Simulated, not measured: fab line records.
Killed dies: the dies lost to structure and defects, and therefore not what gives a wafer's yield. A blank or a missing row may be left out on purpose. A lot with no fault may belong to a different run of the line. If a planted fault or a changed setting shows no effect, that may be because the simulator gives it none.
fab line records | flow rit-cmos
[record] lots = 13 | wafers = 39 | last-day = 8
route steps=202 shown ACTIVE@1 NWELL@37 PWELL@45 PRETRO@73 M1@202
lots that met no fault: taken from a fault-free run of the same line
start-h: hours from the record's opening day to when the first of the lot's shown wafers began | wait-h: hours since the lot's step before | " unchanged from the row above | L1.1+2: several wafers, shown together as one row | - no value present, or no start provided | * or withheld: withheld | < > ~ a bound
route shown NAME@n: NAME is a module with steps in the file, n the number in the route of the first one | usual: mean/standard deviation taken from wafers without a fault | same: alike in all rows | chamber/n: place in a boat | sites: per-site readings | _std_site: their standard deviation | _edge_site: inner sites' mean taken away from outer sites' mean | radius-mm: how far each site lies from the wafer's centre | mask NAME#n: copy n | behind: the last tool/chamber to shape the wafer | hold: why the lot was held/for how many hours/how that ended | device: whichever transistor did not switch (one of n, p or np) | end of line: the same wafers' tests at the end of the route | for a step that has no rows: nothing shown but its recipe | killed: the dies lost at the first sort to structure and to defects; this is not the yield of the wafer | map: shows each die of a wafer: x if killed, . if not, _ if none is there
set.NAME: the setting as run; set.NAME@STEP: as run at that earlier step | model.NAME: the simulator's own value behind a step, which no gauge read
one table for each step of the route and one row for each wafer, over a sample of lots
services: when a tool's chamber went out of use (start-h, in hours from the record's first day, below 0 if earlier), for how many hours, and the reason
[[steps]]
[step RIT_ACTIVE_BOW_MEAS_00]
[recipe] mode = bow
[usual] INCOMING_BOW = 0/6.2
lot.wafer | tool          | chamber | start-h | wait-h | INCOMING_BOW[um]
L767.1    | film-metro-02 | -       | 10.00   | -      | 0
L767.4    | "             | -       | "       | "      | 6
L767.5    | "             | -       | "       | "      | -3
L769.1    | film-metro-02 | -       | 20.04   | -      | -4
L769.2    | "             | -       | "       | "      | 0
L769.3    | "             | -       | "       | "      | 13
L771.1    | film-metro-01 | -       | 30.00   | -      | -9
L771.3    | "             | -       | "       | "      | -7
L771.6    | "             | -       | "       | "      | -7
L772.4    | film-metro-02 | -       | 35.06   | -      | -10
L772.5    | "             | -       | "       | "      | 2
L772.6    | "             | -       | "       | "      | -2
L773.1    | film-metro-02 | -       | 40.00   | -      | 0
L773.4    | "             | -       | "       | "      | 0
L773.6    | "             | -       | "       | "      | 0
L774.3    | film-metro-01 | -       | 45.04   | -      | -1
L774.5    | "             | -       | "       | "      | 2
L774.6    | "             | -       | "       | "      | -1
L776.1    | film-metro-01 | -       | 55.00   | -      | -1
L776.2    | "             | -       | "       | "      | 2
L776.4    | "             | -       | "       | "      | -3
L777.1    | film-metro-02 | -       | 60.00   | -      | 7
L777.2    | "             | -       | "       | "      | 5
L777.5    | "             | -       | "       | "      | 5
L778.1    | film-metro-02 | -       | 65.00   | -      | 9
L778.4    | "             | -       | "       | "      | -9
L778.6    | "             | -       | "       | "      | -2
L785.1    | film-metro-01 | -       | 100.00  | -      | 1
L785.2    | "             | -       | "       | "      | -1
L785.5    | "             | -       | "       | "      | 8
L788.1    | film-metro-02 | -       | 115.00  | -      | -6
L788.5    | "             | -       | "       | "      | 1
L788.6    | "             | -       | "       | "      | 11
L789.3    | film-metro-01 | -       | 120.08  | -      | 4
L789.4    | "             | -       | "       | "      | 1
L789.6    | "             | -       | "       | "      | 11
L790.2    | film-metro-02 | -       | 125.02  | -      | -2
L790.4    | "             | -       | "       | "      | -5
L790.5    | "             | -       | "       | "      | -5
[step RIT_NWELL_STRIP_09]
[recipe] chemistry = O2 | time-s = 180 | resist = NOVOLAK | platen-temp-c = withheld | power-w = 500 | pressure-mtorr = 4000 | o2-flow-sccm = 4000
[usual] drypump-motor-current-A = 5.7/0.31 | run-length-s = 208.3/0.46
lot.wafer | tool            | chamber | start-h | wait-h | drypump-motor-current-A | rf-hours-counter-h | run-length-s
L767.1    | plasma-asher-03 | 0       | 22.09   | 0.1    | 5.8                     | 40                 | 207.6
L767.4    | "               | 1       | "       | "      | 5.3                     | -                  | 208.9
L767.5    | "               | 1       | "       | "      | 5.3                     | -                  | 209.1
L769.1    | plasma-asher-01 | 1       | 35.07   | 0.1    | 5.5                     | 25                 | 208.1
L769.2    | "               | 0       | "       | "      | 6.2                     | 25                 | 208.2
L769.3    | "               | 1       | "       | "      | 5.6                     | -                  | 208.6
L771.1    | plasma-asher-01 | 1       | 48.34   | 0.1    | 5.6                     | 26                 | 207.9
L771.3    | "               | 1       | "       | "      | 5.6                     | -                  | 208.2
L771.6    | "               | 0       | "       | "      | 6.2                     | -                  | 207.9
L772.4    | plasma-asher-01 | 1       | 51.36   | 0.1    | 5.6                     | -                  | 208.4
L772.5    | "               | 0       | "       | "      | 6.2                     | -                  | 207.8
L772.6    | "               | 1       | "       | "      | 5.6                     | -                  | 208.1
L773.1    | plasma-asher-04 | 1       | 55.53   | 0.1    | 5.7                     | 36                 | 208.2
L773.4    | "               | 1       | "       | "      | 5.7                     | -                  | 208.3
L773.6    | "               | 1       | "       | "      | 5.7                     | -                  | 208.1
L774.3    | plasma-asher-03 | 1       | 59.57   | 0.1    | 5.3                     | -                  | 209.0
L774.5    | "               | 0       | "       | "      | 5.8                     | -                  | 207.8
L774.6    | "               | 1       | "       | "      | 5.3                     | -                  | 209.0
L776.1    | plasma-asher-01 | 1       | 71.03   | 0.1    | 5.6                     | 28                 | 207.9
L776.2    | "               | 0       | "       | "      | 6.2                     | 28                 | 208.2
L776.4    | "               | 1       | "       | "      | 5.6                     | -                  | 208.3
L777.1    | plasma-asher-03 | 1       | 76.74   | 0.1    | 5.3                     | 45                 | 209.0
L777.2    | "               | 0       | "       | "      | 5.8                     | 45                 | 207.6
L777.5    | "               | 0       | "       | "      | 5.8                     | -                  | 207.5
L778.1    | plasma-asher-04 | 0       | 80.34   | 0.1    | 5.3                     | 38                 | 208.0
L778.4    | "               | 1       | "       | "      | 5.7                     | -                  | 208.1
L778.6    | "               | 0       | "       | "      | 5.4                     | -                  | 207.9
L785.1    | plasma-asher-03 | 1       | 113.72  | 0.1    | 5.3                     | 50                 | 209.0
L785.2    | "               | 0       | "       | "      | 5.8                     | 50                 | 207.6
L785.5    | "               | 0       | "       | "      | 5.8                     | -                  | 207.5
L788.1    | plasma-asher-03 | 1       | 128.27  | 0.1    | 5.3                     | 52                 | 208.8
L788.5    | "               | 1       | "       | "      | 5.3                     | -                  | 208.7
L788.6    | "               | 0       | "       | "      | 5.8                     | -                  | 208.1
L789.3    | plasma-asher-03 | 0       | 133.64  | 0.1    | 5.8                     | -                  | 208.0
L789.4    | "               | 1       | "       | "      | 5.3                     | -                  | 209.1
L789.6    | "               | 1       | "       | "      | 5.3                     | -                  | 208.9
L790.2    | plasma-asher-04 | 0       | 138.75  | 0.1    | 5.3                     | 2                  | 207.9
L790.4    | "               | 0       | "       | "      | 5.3                     | -                  | 208.2
L790.5    | "               | 0       | "       | "      | 5.3                     | -                  | 207.9
[step RIT_PWELL_OVL_MEAS_06]
[usual] PWELL_OVL = 0.1/1.7
lot.wafer | tool       | chamber | start-h | wait-h | PWELL_OVL[nm]
L767.1    | overlay-02 | -       | 23.29   | -      | 0.3
L767.4    | "          | -       | "       | "      | 0.0
L767.5    | "          | -       | "       | "      | 1.6
L769.1    | overlay-01 | -       | 36.19   | -      | 0.5
L769.2    | "          | -       | "       | "      | -1.4
L769.3    | "          | -       | "       | "      | -1.8
L771.1    | overlay-02 | -       | 49.58   | -      | -0.7
L771.3    | "          | -       | "       | "      | -2.3
L771.6    | "          | -       | "       | "      | -2.1
L772.4    | overlay-01 | -       | 52.56   | -      | 2.4
L772.5    | "          | -       | "       | "      | 2.3
L772.6    | "          | -       | "       | "      | 2.0
L773.1    | overlay-01 | -       | 56.77   | -      | -0.3
L773.4    | "          | -       | "       | "      | -1.0
L773.6    | "          | -       | "       | "      | -2.3
L774.3    | overlay-02 | -       | 60.77   | -      | 1.5
L774.5    | "          | -       | "       | "      | 2.3
L774.6    | "          | -       | "       | "      | 3.1
L776.1    | overlay-01 | -       | 72.14   | -      | -0.2
L776.2    | "          | -       | "       | "      | 1.7
L776.4    | "          | -       | "       | "      | 1.5
L777.1    | overlay-02 | -       | 77.98   | -      | -3.2
L777.2    | "          | -       | "       | "      | -3.8
L777.5    | "          | -       | "       | "      | -1.5
L778.1    | overlay-01 | -       | 81.51   | -      | -0.9
L778.4    | "          | -       | "       | "      | 1.0
L778.6    | "          | -       | "       | "      | -2.1
L785.1    | overlay-02 | -       | 114.96  | -      | -0.5
L785.2    | "          | -       | "       | "      | -0.3
L785.5    | "          | -       | "       | "      | 0.1
L788.1    | overlay-02 | -       | 129.51  | -      | 1.3
L788.5    | "          | -       | "       | "      | 0.1
L788.6    | "          | -       | "       | "      | 0.3
L789.3    | overlay-02 | -       | 134.90  | -      | 0.1
L789.4    | "          | -       | "       | "      | -0.2
L789.6    | "          | -       | "       | "      | 0.2
L790.2    | overlay-02 | -       | 139.87  | -      | 3.8
L790.4    | "          | -       | "       | "      | 3.0
L790.5    | "          | -       | "       | "      | 3.2
[step RIT_PRETRO_STRIP_09]
[recipe] chemistry = O2 | time-s = 180 | resist = NOVOLAK | platen-temp-c = withheld | power-w = 500 | pressure-mtorr = 4000 | o2-flow-sccm = 4000
[usual] drypump-motor-current-A = 5.9/0.33 | run-length-s = 208.4/0.39
lot.wafer | tool            | chamber | start-h | wait-h | drypump-motor-current-A | rf-hours-counter-h | run-length-s
L767.1    | plasma-asher-02 | 1       | 34.61   | 0.1    | 5.7                     | 40                 | 208.4
L767.4    | "               | 1       | "       | "      | 5.7                     | -                  | 208.0
L767.5    | "               | 0       | "       | "      | 6.3                     | -                  | 208.4
L769.1    | plasma-asher-03 | 0       | 49.33   | 0.1    | 5.8                     | 43                 | 208.2
L769.2    | "               | 1       | "       | "      | 5.3                     | 43                 | 208.9
L769.3    | "               | 0       | "       | "      | 5.8                     | -                  | 207.5
L771.1    | plasma-asher-02 | 1       | 59.96   | 0.1    | 5.7                     | 42                 | 208.1
L771.3    | "               | 0       | "       | "      | 6.3                     | -                  | 209.0
L771.6    | "               | 1       | "       | "      | 5.7                     | -                  | 208.4
L772.4    | plasma-asher-01 | 1       | 64.15   | 0.1    | 5.6                     | -                  | 208.0
L772.5    | "               | 0       | "       | "      | 6.2                     | -                  | 207.9
L772.6    | "               | 1       | "       | "      | 5.6                     | -                  | 208.1
L773.1    | plasma-asher-02 | 0       | 66.88   | 0.1    | 6.3                     | 43                 | 208.7
L773.4    | "               | 0       | "       | "      | 6.3                     | -                  | 208.9
L773.6    | "               | 0       | "       | "      | 6.3                     | -                  | 208.7
L774.3    | plasma-asher-02 | 0       | 73.00   | 0.1    | 6.3                     | -                  | 208.5
L774.5    | "               | 0       | "       | "      | 6.3                     | -                  | 208.6
L774.6    | "               | 1       | "       | "      | 5.7                     | -                  | 208.5
L776.1    | plasma-asher-01 | 1       | 82.20   | 0.1    | 5.6                     | 29                 | 208.1
L776.2    | "               | 0       | "       | "      | 6.2                     | 29                 | 208.4
L776.4    | "               | 1       | "       | "      | 5.6                     | -                  | 208.0
L777.1    | plasma-asher-01 | 0       | 88.34   | 0.1    | 6.2                     | 30                 | 208.1
L777.2    | "               | 1       | "       | "      | 5.6                     | 30                 | 208.0
L777.5    | "               | 0       | "       | "      | 6.2                     | -                  | 208.3
L778.1    | plasma-asher-02 | 1       | 90.83   | 0.1    | 5.7                     | 45                 | 27.2
L778.4    | "               | 1       | "       | "      | 5.7                     | -                  | 27.0
L778.6    | "               | 0       | "       | "      | 6.3                     | -                  | 27.1
L785.1    | plasma-asher-03 | 1       | 123.95  | 0.1    | 5.3                     | 51                 | 208.9
L785.2    | "               | 0       | "       | "      | 5.8                     | 51                 | 207.8
L785.5    | "               | 1       | "       | "      | 5.3                     | -                  | 209.3
L788.1    | plasma-asher-01 | 1       | 139.73  | 0.1    | 5.6                     | 36                 | 208.2
L788.5    | "               | 0       | "       | "      | 6.2                     | -                  | 208.3
L788.6    | "               | 1       | "       | "      | 5.6                     | -                  | 208.6
L789.3    | plasma-asher-02 | 1       | 144.91  | 0.1    | 5.7                     | -                  | 208.5
L789.4    | "               | 0       | "       | "      | 6.3                     | -                  | 208.5
L789.6    | "               | 1       | "       | "      | 5.7                     | -                  | 208.6
L790.2    | plasma-asher-02 | 1       | 149.69  | 0.1    | 5.7                     | 53                 | 208.1
L790.4    | "               | 1       | "       | "      | 5.7                     | -                  | 208.1
L790.5    | "               | 1       | "       | "      | 5.7                     | -                  | 208.7
[step RIT_M1_PROBE_99]
[usual] killed-at-contacts = 0.0/0.23 | killed-at-front-end = 7/3.1 | killed-dies = 7/3.1 | killed-on-rim = 1.8/1.3 | killed-open = 3.3/2 | killed-short = 3.5/1.9
[same] gross-dies = 264 | killed_at_M0_to_M3 = 0 | killed_at_M4_up = 0 | killed-at-back-side = 0 | killed-at-other = 0
lot.wafer | tool      | chamber | start-h | wait-h | killed-at-contacts | killed-at-front-end | killed-dies | killed-on-rim | killed-open | killed-short
L771.1    | prober-02 | -       | 90.63   | 0.1    | 0                  | 11                  | 11          | 6             | 3           | 8
L771.3    | prober-02 | -       | 90.73   | 0.2    | 0                  | 7                   | 7           | 2             | 5           | 2
L771.6    | prober-02 | -       | 90.88   | 0.2    | 0                  | 12                  | 12          | 2             | 5           | 7
L772.4    | prober-01 | -       | 93.22   | 0.2    | 0                  | 3                   | 3           | 0             | 0           | 3
L772.5    | prober-01 | -       | 93.27   | 0.2    | 0                  | 4                   | 4           | 3             | 2           | 2
L772.6    | prober-01 | -       | 93.32   | 0.2    | 0                  | 5                   | 5           | 1             | 4           | 1
L774.3    | prober-01 | -       | 104.30  | 0.2    | 0                  | 8                   | 8           | 2             | 3           | 5
L774.5    | prober-01 | -       | 104.40  | 0.2    | 0                  | 4                   | 4           | 1             | 2           | 2
L774.6    | prober-01 | -       | 104.45  | 0.2    | 0                  | 11                  | 11          | 2             | 8           | 3
L778.1    | prober-01 | -       | 118.53  | 0.1    | 0                  | 264                 | 264         | 70            | 0           | 4
L778.4    | prober-01 | -       | 118.68  | 0.2    | 0                  | 264                 | 264         | 70            | 3           | 5
L778.6    | prober-01 | -       | 118.78  | 0.2    | 0                  | 264                 | 264         | 70            | 2           | 3
L785.1    | prober-02 | -       | 153.05  | 0.1    | 0                  | 9                   | 9           | 1             | 6           | 3
L785.2    | prober-02 | -       | 153.10  | 0.1    | 1                  | 0                   | 1           | 0             | 0           | 1
L785.5    | prober-02 | -       | 153.25  | 0.2    | 0                  | 4                   | 4           | 2             | 2           | 2
L790.2    | prober-01 | -       | 182.41  | 0.1    | 0                  | 8                   | 8           | 1             | 2           | 6
L790.4    | prober-01 | -       | 182.51  | 0.2    | 0                  | 10                  | 10          | 1             | 5           | 5
L790.5    | prober-01 | -       | 182.56  | 0.2    | 0                  | 0                   | 0           | 0             | 0           | 0
// killed by level:class
L771.1 SILICIDE:geometric-particle:short=5 GATE:geometric-particle:short=2 REOX:geometric-particle:open=1 SPACER:geometric-particle:open=1 SPACER:geometric-particle:short=1 SILICIDE:geometric-particle:open=1
L771.3 GATE:geometric-particle:open=3 SPACER:geometric-particle:short=2 REOX:geometric-particle:open=1 SPACER:geometric-particle:open=1
L771.6 GATE:geometric-particle:short=5 SILICIDE:geometric-particle:short=2 SILICIDE:geometric-particle:open=2 ACTIVE:geometric-particle:open=1 REOX:geometric-particle:open=1 SPACER:geometric-particle:open=1
L772.4 GATE:geometric-particle:short=2 FOX1:geometric-particle:short=1
L772.5 GATE:geometric-particle:open=2 GATE:geometric-particle:short=1 SILICIDE:geometric-particle:short=1
L772.6 REOX:geometric-particle:open=2 SILICIDE:geometric-particle:open=2 GATE:geometric-particle:short=1
L774.3 FOX1:geometric-particle:short=2 GATE:geometric-particle:short=2 FOX1:geometric-particle:open=1 FOX2:geometric-particle:open=1 REOX:geometric-particle:short=1 REOX:geometric-particle:open=1
L774.5 FOX1:geometric-particle:short=1 GATE:geometric-particle:open=1 REOX:geometric-particle:open=1 SPACER:geometric-particle:short=1
L774.6 FOX1:geometric-particle:open=4 GATE:geometric-particle:open=3 REOX:geometric-particle:short=2 GATE:geometric-particle:short=1 SILICIDE:geometric-particle:open=1
L778.1 GATE:area-oxidation=260 GATE:geometric-particle:short=2 REOX:geometric-particle:short=1 SILICIDE:geometric-particle:short=1
L778.4 GATE:area-oxidation=256 FOX2:geometric-particle:open=2 FOX1:geometric-particle:short=1 FOX2:geometric-particle:short=1 GATE:geometric-particle:open=1 GATE:geometric-particle:short=1 SPACER:geometric-particle:short=1 SILICIDE:geometric-particle:short=1
L778.6 GATE:area-oxidation=259 FOX1:geometric-particle:short=1 GATE:geometric-particle:short=1 GATE:geometric-particle:open=1 SILICIDE:geometric-particle:open=1 SILICIDE:geometric-particle:short=1
L785.1 FOX2:geometric-particle:open=3 GATE:geometric-particle:short=2 GATE:geometric-particle:open=2 FOX1:geometric-particle:short=1 SPACER:geometric-particle:open=1
L785.2 CONTACT:geometric-particle:short=1
L785.5 FOX2:geometric-particle:open=1 FOX2:geometric-particle:short=1 GATE:geometric-particle:open=1 GATE:geometric-particle:short=1
L790.2 GATE:geometric-particle:short=3 FOX2:geometric-particle:open=2 FOX1:geometric-particle:short=1 FOX2:geometric-particle:short=1 REOX:geometric-particle:short=1
L790.4 FOX1:geometric-particle:open=3 FOX1:geometric-particle:short=2 FOX2:geometric-particle:open=2 GATE:geometric-particle:short=1 REOX:geometric-particle:short=1 SILICIDE:geometric-particle:short=1
[[services]]
tool            | chamber | start-h | hours | kind
plasma-asher-03 | -       | 7.41    | 1.5   | repair
plasma-asher-01 | -       | 39.76   | 1.2   | repair
plasma-asher-04 | -       | 62.61   | 0.7   | repair
plasma-asher-04 | -       | 91.79   | 1.4   | repair
plasma-asher-04 | -       | 99.32   | 2.8   | repair
plasma-asher-04 | -       | 108.75  | 9.0   | pm
plasma-asher-04 | 0       | 108.75  | 9.0   | vent-cycle
plasma-asher-04 | 1       | 108.75  | 9.0   | vent-cycle
plasma-asher-04 | 0       | 117.75  | -     | clean
plasma-asher-04 | 1       | 117.75  | -     | clean
plasma-asher-03 | -       | 141.43  | 21.0  | repair
[[key]]
[first-sign] step = RIT_PRETRO_STRIP_09 | reading = run-length-s | direction = down | sigmas = 99+ | usual = * | struck = *
[effect] step = RIT_M1_PROBE_99 | reading = killed-dies | direction = up | sigmas = 84 | usual = 7 | struck = 264
[more-kills-born-at] RIT_GATE_OXIDATION_05@furnace-04 = 775
met-at RIT_PRETRO_STRIP_09
struck-lots L778
later-rows-left-out L778.1,L778.4,L778.6
tester-left-out L778
not-acting-at RIT_ACTIVE_BOW_MEAS_00,RIT_NWELL_STRIP_09,RIT_PWELL_OVL_MEAS_06
onset-between 73.00 90.83
[fault] kind = strip-aborted | tool = plasma-asher-02 | chamber = - | onset-h = 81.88 | steps = RIT_PRETRO_STRIP_09 | offset = 0.85 | end-h = 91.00
// tester-left-out: of these lots the tester's yield and bins aren't shown, on N5 and GAA mostly nor the transistor test; their killed dies are dies lost to structure and defects alone, not to doping, threshold or leakage, so they don't give the yield
// later-rows-left-out: the simulator's readings of these wafers behind a module that went badly wrong aren't trusted and aren't shown, but for the sort
